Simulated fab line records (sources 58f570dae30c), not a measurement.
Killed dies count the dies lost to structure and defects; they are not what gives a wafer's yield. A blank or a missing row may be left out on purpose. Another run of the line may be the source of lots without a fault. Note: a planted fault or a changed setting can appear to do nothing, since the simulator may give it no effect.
Chamber matching -- flow berkeley_cmos170 -- 4 sister chambers for UCB170_CONTACT_ETCH_17 on rie_diel-01
The step etches BARC in N2/H2. 4 wafers are shown with their chamber, then 8 later ones without.

## WAFERS, EACH WITH ITS CHAMBER
wafer,chamber,throttle_valve_pct (%)
L965.1,2,13.61
L965.3,3,13.63
L965.5,0,13.86
L969.1,1,13.19

## WAFERS WHOSE CHAMBER IS MISSING
wafer,throttle_valve_pct (%)
L969.4,13.17
L969.6,13.62
L973.1,13.61
L973.2,13.84
L973.5,13.62
L977.1,13.61
L977.2,13.62
L977.5,13.62

## CHAMBER TAKEN BY EACH
wafer,from the rows above,in truth
L969.4,1,1
L969.6,can't be placed: 2 or 3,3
L973.1,can't be placed: 2 or 3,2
L973.2,0,0
L973.5,can't be placed: 2 or 3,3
L977.1,can't be placed: 2 or 3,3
L977.2,can't be placed: 2 or 3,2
L977.5,can't be placed: 2 or 3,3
Correct placement for 2 of the 8. These rows do not allow placing 6 (true chamber among the candidates in 6). Number placed wrongly: 0.
How it was worked out, from the rows above alone: a wafer's distance from a chamber is the root of the sum, over the readings, of the square of ((its reading less the chamber's mean) divided by the reading's scatter). The wafer belongs to the nearest chamber; if the next one is less than 2 further off, it can't be placed. A chamber's mean is the mean of its shown wafers. The scatter: with one shown wafer a chamber, the root of the mean of the squares of how far each hidden wafer lies from its nearest shown one.
